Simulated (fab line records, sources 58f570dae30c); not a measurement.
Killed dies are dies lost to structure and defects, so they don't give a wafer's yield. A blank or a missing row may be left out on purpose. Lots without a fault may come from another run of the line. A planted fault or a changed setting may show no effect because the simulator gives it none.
Which tool did it? | flow berkeley_cmos170 | 7 lots, 21 wafers sampled, at 2 steps of a route of 331

WHAT THE GAUGES READ, wafer by wafer
UCB170_M3_CD_MEAS_15: target cd 700 nm.
lot  | measured     | on        | cd_nm (nm)
L729 | day 8 14:41  | cd_sem-02 | 701.0 701.5 701.6
L731 | day 8 23:40  | cd_sem-02 | 701.9 700.5 701.2
L734 | day 9 06:29  | cd_sem-02 | 700.1 700.4 700.7
L736 | day 9 17:32  | cd_sem-01 | 700.4 701.1 700.7
L742 | day 11 07:28 | cd_sem-02 | 701.1 700.3 699.5
L748 | day 12 00:20 | cd_sem-01 | 708.1 708.7 709.1
L751 | day 12 07:01 | cd_sem-02 | 698.4 696.7 698.6

WHICH TOOL RAN EACH LOT (tool, then ch and the chambers of the sampled wafers, then the start)
lot  | UCB170_M3_EXPOSE_12
L729 | krf_scanner-01 ch 0, day 8 14:08
L731 | krf_scanner-01 ch 0, day 8 23:04
L734 | krf_scanner-02 ch 0, day 9 05:46
L736 | krf_scanner-01 ch 0, day 9 16:56
L742 | krf_scanner-01 ch 0, day 11 06:41
L748 | krf_scanner-02 ch 0, day 11 23:40
L751 | krf_scanner-01 ch 0, day 12 06:37
- UCB170_M3_EXPOSE_12: exposes mask METAL3, target cd 700 nm.

THE ANSWER, worked out from the rows above alone
Rule: what is usual is taken from the lots themselves. Put in order of their means at a reading, lots are off if they are a third of the lots or fewer, leave a main group of 4 or more, and stand apart from it by a gap of 3 or more times the standard deviation of the main group's means; of several such gaps the widest counts. A main group whose means are all the same, to the digits that the tables above print for the reading, isn't used. A lot without any number at a reading at which 4 lots or more have one is off too. The other lots that the step has rows for count as sound.
Off: L748, at UCB170_M3_CD_MEAS_15 (cd_nm). The main group: mean 700.3 nm, standard deviation 1.1.
A tool fits if, at a process step before that reading, it ran every lot that is off, and no sound lot after the first of them. The gauges at UCB170_M3_CD_MEAS_15 are tried like those tools. Can't be told from this: 2 tools fit, krf_scanner-02 at UCB170_M3_EXPOSE_12, cd_sem-01 at UCB170_M3_CD_MEAS_15.

WHAT THE SIMULATOR HAD PUT IN
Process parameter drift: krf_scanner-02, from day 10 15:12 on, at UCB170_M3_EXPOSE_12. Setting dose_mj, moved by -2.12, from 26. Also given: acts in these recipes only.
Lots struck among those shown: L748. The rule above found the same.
